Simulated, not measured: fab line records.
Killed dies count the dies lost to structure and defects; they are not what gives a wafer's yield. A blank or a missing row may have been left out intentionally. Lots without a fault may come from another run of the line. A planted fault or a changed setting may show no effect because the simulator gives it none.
fab line records	flow berkeley_cmos170
[record] lots = 24	wafers = 72	last_day = 12
route steps=331 shown ACTIVE@74 SPACER@174 V1@266 M2@291 V2@293
lots untouched by any fault: they come from a run of this same line in which no faults occurred
start_h: hours from the record's opening day to when the first of the lot's shown wafers began	wait_h: how many hours have passed since the lot's step before this one	" repeats the value in the row above	L1.1+2: several wafers, shown together as one row	- value missing, or start not given	* or withheld: withheld	< > ~ a bound
route shown NAME@n: names a module that has steps shown in the file, with the first one's number in the route	usual: average and standard deviation across the fault-free wafers	same: alike in all rows	chamber/n: place in a boat	sites: the reading at each site	_std_site: the standard deviation of these	_edge_site: inner sites' mean taken away from outer sites' mean	radius_mm: for every site, how far away it sits from the centre of the wafer	mask NAME#n: copy n	behind: the last tool/chamber to shape the wafer	hold: what put the lot on hold/how long, in hours/how the hold closed	device: which transistor (n, p or np) failed to switch	end of line: the tests these same wafers got at the end of their route	a step given without rows: its recipe and nothing more	killed: the dies lost at the first sort to structure and to defects; this is not the yield of the wafer	map: a wafer's dies, x killed, . not, _ none there
set.NAME: the setting as run; set.NAME@STEP: as run at that earlier step	model.NAME: the simulator's own value behind a step, which no gauge read
route steps across a sampled set of lots; one table per step, one row per wafer
services: the hour from which a tool's chamber was out of use, counted from the record's first day as start_h (under 0 if before that day), plus the number of hours and why
[[steps]]
[step UCB170_ACTIVE_OVL_MEAS_14]
[usual] ACTIVE_OVL = -1/5.7
lot.wafer	tool	chamber	start_h	wait_h	ACTIVE_OVL[nm]
L075.2	overlay-01	-	79.78	0.1	1
L075.4	"	-	"	"	-3
L075.6	"	-	"	"	3
L074.2	overlay-02	-	79.90	0.1	0
L074.5	"	-	"	"	-3
L074.6	"	-	"	"	0
L077.1	overlay-01	-	88.99	0.1	0
L077.5	"	-	"	"	-11
L077.6	"	-	"	"	4
L076.3	overlay-01	-	89.31	0.1	-6
L076.5	"	-	"	"	-6
L076.6	"	-	"	"	-12
L078.1	overlay-02	-	100.44	0.1	-8
L078.5	"	-	"	"	-1
L078.6	"	-	"	"	-9
L079.1	overlay-02	-	102.95	0.1	7
L079.2	"	-	"	"	3
L079.5	"	-	"	"	0
L080.1	overlay-02	-	102.98	0.1	-2
L080.4	"	-	"	"	13
L080.5	"	-	"	"	11
L082.1	overlay-02	-	119.29	0.1	0
L082.4	"	-	"	"	-5
L082.5	"	-	"	"	-3
L081.3	overlay-02	-	119.70	0.1	-1
L081.5	"	-	"	"	-12
L081.6	"	-	"	"	5
L083.3	overlay-02	-	125.75	0.1	-6
L083.4	"	-	"	"	5
L083.5	"	-	"	"	-2
L084.3	overlay-02	-	129.62	0.1	-4
L084.4	"	-	"	"	0
L084.6	"	-	"	"	-2
L085.2	overlay-02	-	129.82	0.1	2
L085.3	"	-	"	"	-1
L085.4	"	-	"	"	4
L086.1	overlay-01	-	146.38	0.1	2
L086.3	"	-	"	"	-4
L086.5	"	-	"	"	0
L088.1	overlay-02	-	146.57	0.1	9
L088.4	"	-	"	"	-1
L088.6	"	-	"	"	-3
L087.1	overlay-02	-	146.81	0.1	-7
L087.3	"	-	"	"	-10
L087.4	"	-	"	"	0
L090.3	overlay-01	-	157.18	0.1	13
L090.5	"	-	"	"	9
L090.6	"	-	"	"	5
L089.1	overlay-02	-	157.29	0.1	8
L089.5	"	-	"	"	12
L089.6	"	-	"	"	5
L091.2	overlay-01	-	157.41	0.1	-7
L091.5	"	-	"	"	-5
L091.6	"	-	"	"	-10
L092.1	overlay-02	-	163.51	0.1	-4
L092.4	"	-	"	"	-11
L092.5	"	-	"	"	-1
L093.1	overlay-01	-	175.81	0.1	0
L093.2	"	-	"	"	7
L093.3	"	-	"	"	-1
L096.3	overlay-02	-	184.82	0.1	-2
L096.4	"	-	"	"	3
L096.5	"	-	"	"	2
L095.1	overlay-01	-	185.08	0.1	2
L095.4	"	-	"	"	4
L095.5	"	-	"	"	-3
L094.3	overlay-02	-	185.16	0.1	-9
L094.5	"	-	"	"	-2
L094.6	"	-	"	"	-1
L097.2	overlay-01	-	191.57	0.1	3
L097.4	"	-	"	"	1
L097.6	"	-	"	"	4
[step UCB170_SPACER_ETCHBACK_03]
[recipe] stop_on = Si	target = SiO2	chemistry = CHF3/CF4/Ar	CHF3_flow_sccm = 50	cf4_flow_sccm = 10	Ar_flow_sccm = 120	pressure_mtorr = 200	rf_w = 500	target_depth_a = 3760	time_s = 100
[usual] CHF3_flow_sccm = 50.01/0.15	chamber_pressure_mTorr = 199.98/0.18	drypump_motor_current_A = 5.7/0.43	oes_product_au = 0.904/0.015	throttle_valve_pct = 6.52/0.12
lot.wafer	tool	chamber	start_h	wait_h	CHF3_flow_sccm	chamber_pressure_mTorr	drypump_motor_current_A	oes_product_au	rf_hours_counter_h	throttle_valve_pct
L075.2	rie_diel-02	1	136.85	0.0	49.98	200.09	6.1	0.872	5	6.62
L075.4	"	3	"	"	50.11	199.95	5.7	0.914	61	6.51
L075.6	"	0	"	"	49.93	199.78	5.9	0.893	-	6.45
L076.3	rie_diel-04	0	136.85	0.0	49.69	200.15	5.4	0.907	14	6.54
L076.5	"	2	"	"	50.09	199.71	5.8	0.925	-	6.43
L076.6	"	3	"	"	50.03	199.85	4.8	0.915	-	6.50
L077.1	rie_diel-01	1	136.85	0.0	50.11	200.22	6.4	0.890	146	6.69
L077.5	"	0	"	"	50.26	199.77	5.9	0.938	-	6.65
L077.6	"	1	"	"	50.31	200.16	6.4	0.879	-	6.69
L074.2	rie_diel-02	3	136.92	0.1	50.19	200.23	5.7	0.909	61	6.51
L074.5	"	2	"	"	49.82	199.86	5.5	0.913	-	6.57
L074.6	"	1	"	"	49.71	199.92	6.1	0.891	-	6.62
L078.1	rie_diel-02	0	148.46	0.0	49.87	199.86	5.9	0.868	69	6.44
L078.5	"	0	"	"	50.02	200.09	5.9	0.883	-	6.44
L078.6	"	3	"	"	49.96	199.80	5.7	0.914	-	6.50
L079.1	rie_diel-04	1	158.24	0.0	50.10	199.66	6.1	0.900	91	6.24
L079.2	"	3	"	"	50.23	199.84	4.8	0.905	145	6.49
L079.5	"	2	"	"	49.88	200.04	5.7	0.918	-	6.44
L080.1	rie_diel-01	0	158.24	0.0	50.06	199.95	5.9	0.892	43	6.64
L080.4	"	3	"	"	49.96	200.04	5.5	0.889	78	6.41
L080.5	"	3	"	"	49.97	200.32	5.5	0.905	-	6.41
L081.3	rie_diel-04	0	175.27	0.0	49.94	200.24	5.5	0.893	17	6.54
L081.5	"	3	"	"	49.95	199.84	4.8	0.911	-	6.52
L081.6	"	2	"	"	50.04	199.89	5.8	0.915	-	6.42
L082.1	rie_diel-01	1	175.27	0.0	49.98	199.88	6.5	0.881	147	6.68
L082.4	"	3	"	"	49.92	200.17	5.5	0.917	78	6.41
L082.5	"	1	"	"	50.19	199.83	6.4	0.870	-	6.68
L083.3	rie_diel-02	3	181.30	0.0	49.93	199.77	5.7	0.901	63	6.49
L083.4	"	0	"	"	50.20	199.99	5.9	0.889	70	6.44
L083.5	"	2	"	"	50.10	200.04	5.5	0.898	-	6.56
L084.3	rie_diel-04	0	191.00	0.0	49.91	199.90	5.5	0.910	17	6.55
L084.4	"	3	"	"	49.71	200.04	4.8	0.911	146	6.48
L084.6	"	3	"	"	49.84	200.37	4.8	0.927	-	6.49
L085.2	rie_diel-02	2	191.00	0.0	49.99	199.73	5.5	0.896	16	6.57
L085.3	"	0	"	"	49.99	200.11	5.9	0.878	70	6.44
L085.4	"	1	"	"	50.09	199.98	6.1	0.883	7	6.63
L086.1	rie_diel-01	1	202.65	0.0	50.14	199.88	6.4	0.891	0	6.67
L086.3	"	2	"	"	50.44	199.75	6.1	0.897	140	6.64
L086.5	"	3	"	"	50.34	199.75	5.5	0.904	-	6.40
L087.1	rie_diel-02	2	202.65	0.0	50.07	200.29	5.5	0.898	16	6.57
L087.3	"	3	"	"	49.90	200.19	5.7	0.899	64	6.51
L087.4	"	1	"	"	50.30	199.80	6.1	0.885	7	6.63
L088.1	rie_diel-04	1	202.65	0.0	49.60	199.93	6.1	0.915	94	6.24
L088.4	"	3	"	"	49.93	199.98	4.8	0.918	147	6.48
L088.6	"	3	"	"	50.09	200.13	4.8	0.923	-	6.49
L089.1	rie_diel-04	1	218.82	0.0	49.93	199.90	6.1	0.908	95	6.24
L089.5	"	0	"	"	49.95	200.25	5.4	0.912	-	6.53
L089.6	"	2	"	"	49.77	199.86	5.7	0.924	-	6.43
L090.3	rie_diel-01	3	218.82	0.0	49.79	200.12	5.5	0.916	80	6.41
L090.5	"	3	"	"	49.87	199.98	5.5	0.916	-	6.42
L090.6	"	1	"	"	50.04	199.85	6.4	0.914	-	6.69
L091.2	rie_diel-02	2	218.82	0.0	49.92	199.99	5.4	0.909	17	6.55
L091.5	"	0	"	"	49.97	200.16	5.9	0.893	-	6.45
L091.6	"	1	"	"	50.09	200.32	6.1	0.889	-	6.63
L092.1	rie_diel-01	3	226.24	0.0	50.08	199.78	5.5	0.902	80	6.42
L092.4	"	1	"	"	50.12	199.88	6.4	0.902	-	6.69
L092.5	"	0	"	"	50.20	199.81	5.9	0.907	-	6.63
L093.1	rie_diel-01	1	239.25	0.0	50.17	199.74	6.5	0.907	2	6.68
L093.2	"	0	"	"	49.79	199.90	5.9	0.914	46	6.65
L093.3	"	3	"	"	49.98	199.80	5.5	0.914	81	6.39
L094.3	rie_diel-02	0	243.71	0.0	50.21	199.71	5.9	0.878	72	6.43
L094.5	"	3	"	"	50.02	199.91	5.6	0.915	-	6.51
L094.6	"	2	"	"	49.77	200.07	5.5	0.903	-	6.55
L095.1	rie_diel-01	1	243.71	0.0	50.00	200.02	6.4	0.895	2	6.68
L095.4	"	0	"	"	49.82	199.87	5.9	0.920	-	6.65
L095.5	"	0	"	"	49.90	199.98	5.9	0.913	-	6.64
L096.3	rie_diel-04	1	243.71	0.0	49.99	200.25	6.1	0.911	96	6.24
L096.4	"	0	"	"	49.71	199.90	5.5	0.927	20	6.54
L096.5	"	1	"	"	50.29	200.30	6.1	0.938	-	6.26
L097.2	rie_diel-04	0	254.99	0.0	49.99	199.66	5.5	0.904	21	6.53
L097.4	"	3	"	"	50.15	200.14	4.8	0.896	1	6.50
L097.6	"	0	"	"	50.12	199.91	5.5	0.928	-	6.56
[step UCB170_V1_CD_MEAS_12]
[recipe] target_cd_nm = 700
[usual] cd_nm = 700.3/1.3
lot.wafer	tool	chamber	start_h	wait_h	cd_nm
L077.1	cd_sem-02	-	160.21	-	699.6
L077.5	"	-	"	"	699.0
L077.6	"	-	"	"	699.9
L075.2	cd_sem-01	-	160.74	-	701.6
L075.4	"	-	"	"	702.5
L075.6	"	-	"	"	701.9
L076.3	cd_sem-02	-	160.98	-	701.0
L076.5	"	-	"	"	700.8
L076.6	"	-	"	"	699.6
L074.2	cd_sem-01	-	161.02	-	702.1
L074.5	"	-	"	"	700.8
L074.6	"	-	"	"	701.1
L078.1	cd_sem-01	-	173.14	-	698.6
L078.5	"	-	"	"	698.3
L078.6	"	-	"	"	699.3
L080.1	cd_sem-01	-	179.25	-	701.8
L080.4	"	-	"	"	699.7
L080.5	"	-	"	"	700.8
L079.1	cd_sem-02	-	179.37	-	701.9
L079.2	"	-	"	"	700.8
L079.5	"	-	"	"	700.4
L081.3	cd_sem-01	-	196.73	-	698.9
L081.5	"	-	"	"	700.8
L081.6	"	-	"	"	699.0
L082.1	cd_sem-01	-	196.97	-	702.0
L082.4	"	-	"	"	701.6
L082.5	"	-	"	"	701.9
L083.3	cd_sem-01	-	200.45	-	699.7
L083.4	"	-	"	"	697.9
L083.5	"	-	"	"	697.1
L084.3	cd_sem-01	-	212.03	-	700.9
L084.4	"	-	"	"	699.2
L084.6	"	-	"	"	701.0
L085.2	cd_sem-02	-	212.26	-	699.3
L085.3	"	-	"	"	698.1
L085.4	"	-	"	"	699.5
L086.1	cd_sem-02	-	222.08	-	700.1
L086.3	"	-	"	"	698.7
L086.5	"	-	"	"	698.1
L088.1	cd_sem-02	-	222.36	-	699.9
L088.4	"	-	"	"	699.8
L088.6	"	-	"	"	700.1
L087.1	cd_sem-02	-	222.63	-	701.9
L087.3	"	-	"	"	700.6
L087.4	"	-	"	"	700.8
L089.1	cd_sem-02	-	242.14	-	699.8
L089.5	"	-	"	"	700.2
L089.6	"	-	"	"	701.1
L090.3	cd_sem-01	-	242.30	-	699.3
L090.5	"	-	"	"	700.2
L090.6	"	-	"	"	700.6
L091.2	cd_sem-02	-	242.71	-	699.2
L091.5	"	-	"	"	700.4
L091.6	"	-	"	"	699.3
L092.1	cd_sem-01	-	246.82	-	701.4
L092.4	"	-	"	"	701.0
L092.5	"	-	"	"	700.9
L093.1	cd_sem-02	-	259.88	-	700.0
L093.2	"	-	"	"	700.4
L093.3	"	-	"	"	700.0
L094.3	cd_sem-02	-	265.52	-	699.7
L094.5	"	-	"	"	701.7
L094.6	"	-	"	"	700.5
L095.1	cd_sem-02	-	266.03	-	700.5
L095.4	"	-	"	"	701.4
L095.5	"	-	"	"	699.6
L096.3	cd_sem-02	-	266.34	-	703.4
L096.4	"	-	"	"	703.2
L096.5	"	-	"	"	703.1
L097.2	cd_sem-02	-	276.43	-	699.0
L097.4	"	-	"	"	699.1
L097.6	"	-	"	"	699.5
[step UCB170_V1_STRIP_15]
[recipe] chemistry = O2	power_w = 400	pressure_mtorr = 3500	platen_temp_c = withheld	o2_flow_sccm = 400	overash_fraction = 0.5
[usual] chamber_pressure_mTorr = 3500/3.2	drypump_motor_current_A = 5.7/0.44	oes_product_au = 0.723/0.0043	strip_time_to_endpoint_s = 15.27/0.13
lot.wafer	tool	chamber	start_h	wait_h	chamber_pressure_mTorr	drypump_motor_current_A	oes_product_au	rf_hours_counter_h	strip_time_to_endpoint_s
L077.1	plasma_asher-03	1	160.55	0.1	3505	6.0	0.724	49	15.03
L077.5	"	1	"	"	3504	6.0	0.719	-	15.29
L077.6	"	0	"	"	3499	5.7	0.728	-	15.19
L075.2	plasma_asher-01	1	161.06	0.1	3496	5.1	0.721	5	15.24
L075.4	"	1	"	"	3500	5.1	0.723	-	15.20
L075.6	"	0	"	"	3499	5.6	0.720	-	15.24
L076.3	plasma_asher-02	0	161.31	0.1	3496	5.4	0.732	-	15.24
L076.5	"	1	"	"	3500	6.5	0.721	-	15.32
L076.6	"	0	"	"	3504	5.4	0.717	-	15.38
L074.2	plasma_asher-03	1	161.33	0.1	3500	6.0	0.726	49	15.05
L074.5	"	0	"	"	3494	5.7	0.731	-	15.02
L074.6	"	1	"	"	3500	6.0	0.720	-	15.22
L078.1	plasma_asher-03	0	173.48	0.1	3500	5.6	0.722	50	15.13
L078.5	"	0	"	"	3497	5.6	0.723	-	15.40
L078.6	"	1	"	"	3502	6.0	0.727	-	15.32
L080.1	plasma_asher-03	1	179.59	0.1	3502	6.0	0.716	51	15.26
L080.4	"	0	"	"	3499	5.6	0.731	-	15.26
L080.5	"	0	"	"	3507	5.6	0.722	-	15.24
L079.1	plasma_asher-02	1	179.71	0.1	3498	6.5	0.718	51	15.34
L079.2	"	0	"	"	3503	5.4	0.725	51	15.29
L079.5	"	1	"	"	3502	6.5	0.726	-	15.41
L081.3	plasma_asher-01	1	197.06	0.1	3498	5.1	0.725	-	15.34
L081.5	"	0	"	"	3500	5.6	0.719	-	15.10
L081.6	"	1	"	"	3497	5.1	0.722	-	15.19
L082.1	plasma_asher-03	0	197.30	0.1	3499	5.6	0.723	52	15.22
L082.4	"	0	"	"	3498	5.7	0.725	-	15.37
L082.5	"	0	"	"	3497	5.6	0.719	-	15.23
L083.3	plasma_asher-03	1	200.78	0.1	3500	6.0	0.725	-	15.11
L083.4	"	0	"	"	3500	5.6	0.725	-	15.30
L083.5	"	0	"	"	3501	5.6	0.724	-	15.36
L084.3	plasma_asher-02	1	212.36	0.1	3502	6.5	0.727	-	15.35
L084.4	"	0	"	"	3501	5.5	0.717	-	15.41
L084.6	"	1	"	"	3500	6.5	0.717	-	15.42
L085.2	plasma_asher-02	0	212.57	0.1	3497	5.4	0.726	54	15.28
L085.3	"	0	"	"	3503	5.5	0.724	-	15.22
L085.4	"	1	"	"	3504	6.5	0.725	-	15.17
L086.1	plasma_asher-02	1	222.42	0.1	3496	6.5	0.728	55	15.22
L086.3	"	0	"	"	3501	5.5	0.717	-	15.31
L086.5	"	1	"	"	3502	6.5	0.726	-	15.39
L088.1	plasma_asher-01	1	222.69	0.1	3501	5.1	0.717	11	15.42
L088.4	"	0	"	"	3501	5.6	0.719	-	15.30
L088.6	"	1	"	"	3500	5.1	0.723	-	15.35
L087.1	plasma_asher-02	0	222.96	0.1	3498	5.4	0.724	55	15.39
L087.3	"	0	"	"	3497	5.5	0.718	-	15.49
L087.4	"	1	"	"	3502	6.5	0.712	-	15.39
L089.1	plasma_asher-01	0	242.47	0.1	3499	5.6	0.727	13	15.44
L089.5	"	1	"	"	3501	5.1	0.726	-	15.49
L089.6	"	0	"	"	3500	5.6	0.726	-	15.34
L090.3	plasma_asher-03	0	242.62	0.1	3500	5.7	0.724	-	15.28
L090.5	"	0	"	"	3499	5.7	0.717	-	15.25
L090.6	"	1	"	"	3503	6.1	0.724	-	15.37
L091.2	plasma_asher-01	1	243.02	0.1	3503	5.1	0.724	13	14.99
L091.5	"	0	"	"	3497	5.6	0.730	-	14.98
L091.6	"	1	"	"	3498	5.1	0.721	-	15.11
L092.1	plasma_asher-01	1	247.15	0.1	3498	5.1	0.726	13	15.44
L092.4	"	1	"	"	3499	5.1	0.721	-	15.28
L092.5	"	0	"	"	3499	5.6	0.722	-	15.17
L093.1	plasma_asher-02	0	260.21	0.1	3500	5.5	0.717	59	15.39
L093.2	"	1	"	"	3499	6.5	0.723	59	15.16
L093.3	"	1	"	"	3498	6.5	0.721	-	15.18
L094.3	plasma_asher-03	0	265.85	0.1	3496	5.6	0.723	-	15.16
L094.5	"	0	"	"	3502	5.6	0.719	-	15.31
L094.6	"	1	"	"	3505	6.0	0.731	-	15.45
L095.1	plasma_asher-01	0	266.36	0.1	3494	5.6	0.722	15	15.12
L095.4	"	0	"	"	3504	5.6	0.727	-	15.29
L095.5	"	0	"	"	3505	5.6	0.726	-	15.10
L096.3	plasma_asher-03	1	266.67	0.1	3500	6.0	0.717	-	15.23
L096.4	"	0	"	"	3510	5.6	0.728	-	15.28
L096.5	"	0	"	"	3498	5.6	0.727	-	15.28
L097.2	plasma_asher-02	0	276.75	0.1	3503	5.5	0.723	62	15.08
L097.4	"	1	"	"	3503	6.5	0.724	-	15.25
L097.6	"	0	"	"	3491	5.5	0.726	-	15.10
[step UCB170_M2_CD_MEAS_90]
[recipe] target_cd_nm = 700
[usual] cd_nm = 700/3.2
lot.wafer	tool	chamber	start_h	wait_h	cd_nm
L077.1	cd_sem-01	-	164.95	0.1	702
L077.5	"	-	"	"	702
L077.6	"	-	"	"	706
L075.2	cd_sem-01	-	165.14	0.1	697
L075.4	"	-	"	"	697
L075.6	"	-	"	"	693
L076.3	cd_sem-01	-	165.66	0.1	704
L076.5	"	-	"	"	704
L076.6	"	-	"	"	699
L074.2	cd_sem-02	-	165.87	0.1	703
L074.5	"	-	"	"	704
L074.6	"	-	"	"	701
L078.1	cd_sem-01	-	176.27	0.1	704
L078.5	"	-	"	"	701
L078.6	"	-	"	"	701
L079.1	cd_sem-02	-	183.47	0.1	702
L079.2	"	-	"	"	705
L079.5	"	-	"	"	702
L080.1	cd_sem-02	-	183.59	0.1	693
L080.4	"	-	"	"	697
L080.5	"	-	"	"	694
L081.3	cd_sem-01	-	199.81	0.1	700
L081.5	"	-	"	"	707
L081.6	"	-	"	"	699
L082.1	cd_sem-02	-	200.04	0.1	701
L082.4	"	-	"	"	702
L082.5	"	-	"	"	702
L083.3	cd_sem-02	-	203.75	0.1	696
L083.4	"	-	"	"	697
L083.5	"	-	"	"	694
L084.3	cd_sem-01	-	215.18	0.1	699
L084.4	"	-	"	"	704
L084.6	"	-	"	"	704
L085.2	cd_sem-02	-	215.40	0.1	700
L085.3	"	-	"	"	699
L085.4	"	-	"	"	701
L086.1	cd_sem-01	-	225.15	0.1	699
L086.3	"	-	"	"	703
L086.5	"	-	"	"	699
L088.1	cd_sem-01	-	225.60	0.1	699
L088.4	"	-	"	"	698
L088.6	"	-	"	"	698
L087.1	cd_sem-02	-	225.86	0.1	700
L087.3	"	-	"	"	696
L087.4	"	-	"	"	697
L090.3	cd_sem-01	-	246.24	0.1	694
L090.5	"	-	"	"	694
L090.6	"	-	"	"	703
L089.1	cd_sem-02	-	246.48	0.1	696
L089.5	"	-	"	"	696
L089.6	"	-	"	"	695
L091.2	cd_sem-01	-	246.64	0.1	700
L091.5	"	-	"	"	696
L091.6	"	-	"	"	700
L092.1	cd_sem-01	-	251.46	0.1	695
L092.4	"	-	"	"	698
L092.5	"	-	"	"	701
L093.1	cd_sem-02	-	262.94	0.1	699
L093.2	"	-	"	"	702
L093.3	"	-	"	"	694
L094.3	cd_sem-01	-	268.61	0.1	704
L094.5	"	-	"	"	703
L094.6	"	-	"	"	700
L095.1	cd_sem-02	-	269.27	0.1	699
L095.4	"	-	"	"	700
L095.5	"	-	"	"	697
L096.3	cd_sem-01	-	269.58	0.1	702
L096.4	"	-	"	"	701
L096.5	"	-	"	"	701
L097.2	cd_sem-01	-	279.73	0.1	703
L097.4	"	-	"	"	697
L097.6	"	-	"	"	694
[step UCB170_V2_THK_MEAS_01]
[recipe] reads = SiO2_of_V2_CVD_00
[usual] V2_TEOS_THK = 2006/26
lot.wafer	tool	chamber	start_h	wait_h	V2_TEOS_THK[nm]
L077.1	film_metro-04	-	165.22	0.1	1988
L077.5	"	-	"	"	2020
L077.6	"	-	"	"	2022
L075.2	film_metro-03	-	165.41	0.1	1990
L075.4	"	-	"	"	2018
L075.6	"	-	"	"	2011
L076.3	film_metro-03	-	165.92	0.1	1988
L076.5	"	-	"	"	2048
L076.6	"	-	"	"	1999
L074.2	film_metro-01	-	166.13	0.1	1991
L074.5	"	-	"	"	2025
L074.6	"	-	"	"	2018
L078.1	film_metro-03	-	176.55	0.1	1992
L078.5	"	-	"	"	2056
L078.6	"	-	"	"	2013
L079.1	film_metro-04	-	183.75	0.1	2040
L079.2	"	-	"	"	1974
L079.5	"	-	"	"	2031
L080.1	film_metro-03	-	183.87	0.1	1968
L080.4	"	-	"	"	2013
L080.5	"	-	"	"	2016
L081.3	film_metro-03	-	200.06	0.1	2025
L081.5	"	-	"	"	2035
L081.6	"	-	"	"	2033
L082.1	film_metro-04	-	200.32	0.1	2001
L082.4	"	-	"	"	2015
L082.5	"	-	"	"	2014
L083.3	film_metro-03	-	204.01	0.1	1981
L083.4	"	-	"	"	2016
L083.5	"	-	"	"	2014
L084.3	film_metro-04	-	215.43	0.1	2002
L084.4	"	-	"	"	2045
L084.6	"	-	"	"	2029
L085.2	film_metro-01	-	215.66	0.1	1972
L085.3	"	-	"	"	2001
L085.4	"	-	"	"	2003
L086.1	film_metro-04	-	225.50	0.2	1972
L086.3	"	-	"	"	1997
L086.5	"	-	"	"	2047
L088.1	film_metro-01	-	225.87	0.1	1964
L088.4	"	-	"	"	2025
L088.6	"	-	"	"	2042
L087.1	film_metro-04	-	226.14	0.1	2022
L087.3	"	-	"	"	2034
L087.4	"	-	"	"	2075
L090.3	film_metro-01	-	246.50	0.1	1979
L090.5	"	-	"	"	1992
L090.6	"	-	"	"	2028
L089.1	film_metro-03	-	246.75	0.1	1985
L089.5	"	-	"	"	2011
L089.6	"	-	"	"	2015
L091.2	film_metro-03	-	246.91	0.1	1987
L091.5	"	-	"	"	2038
L091.6	"	-	"	"	2017
L092.1	film_metro-03	-	251.87	0.2	2014
L092.4	"	-	"	"	2035
L092.5	"	-	"	"	2019
L093.1	film_metro-03	-	263.21	0.1	2005
L093.2	"	-	"	"	2020
L093.3	"	-	"	"	1996
L094.3	film_metro-04	-	268.87	0.1	1978
L094.5	"	-	"	"	2013
L094.6	"	-	"	"	1997
L095.1	film_metro-03	-	269.54	0.1	1974
L095.4	"	-	"	"	2033
L095.5	"	-	"	"	1990
L096.3	film_metro-03	-	269.84	0.1	1989
L096.4	"	-	"	"	2017
L096.5	"	-	"	"	2009
L097.2	film_metro-03	-	279.99	0.1	1957
L097.4	"	-	"	"	2008
L097.6	"	-	"	"	1996
[[services]]
tool	chamber	start_h	hours	kind
plasma_asher-01	0	117.75	-	clean
plasma_asher-03	-	119.09	1.5	repair
plasma_asher-02	-	134.62	1.7	repair
plasma_asher-01	-	135.29	4.2	repair
plasma_asher-01	-	145.96	1.3	repair
rie_diel-02	-	165.63	15.6	pm
rie_diel-04	-	170.36	1.6	repair
rie_diel-01	1	178.79	-	clean
rie_diel-01	1	178.79	17.9	scheduled_down
rie_diel-01	1	178.79	17.9	vent_cycle
plasma_asher-03	-	179.76	2.8	pm
rie_diel-04	3	207.67	-	clean
rie_diel-04	3	207.67	22.4	scheduled_down
rie_diel-04	3	207.67	22.4	vent_cycle
rie_diel-01	2	216.83	-	clean
rie_diel-01	2	216.83	27.3	scheduled_down
rie_diel-01	2	216.83	27.3	vent_cycle
plasma_asher-01	-	224.92	3.4	repair
rie_diel-04	-	234.14	0.5	repair
plasma_asher-03	-	238.95	1.1	repair
rie_diel-01	3	243.04	11.9	repair
plasma_asher-02	-	254.59	2.5	repair
rie_diel-01	-	255.48	3.6	repair
plasma_asher-03	-	259.13	2.4	repair
[[key]]
fault none
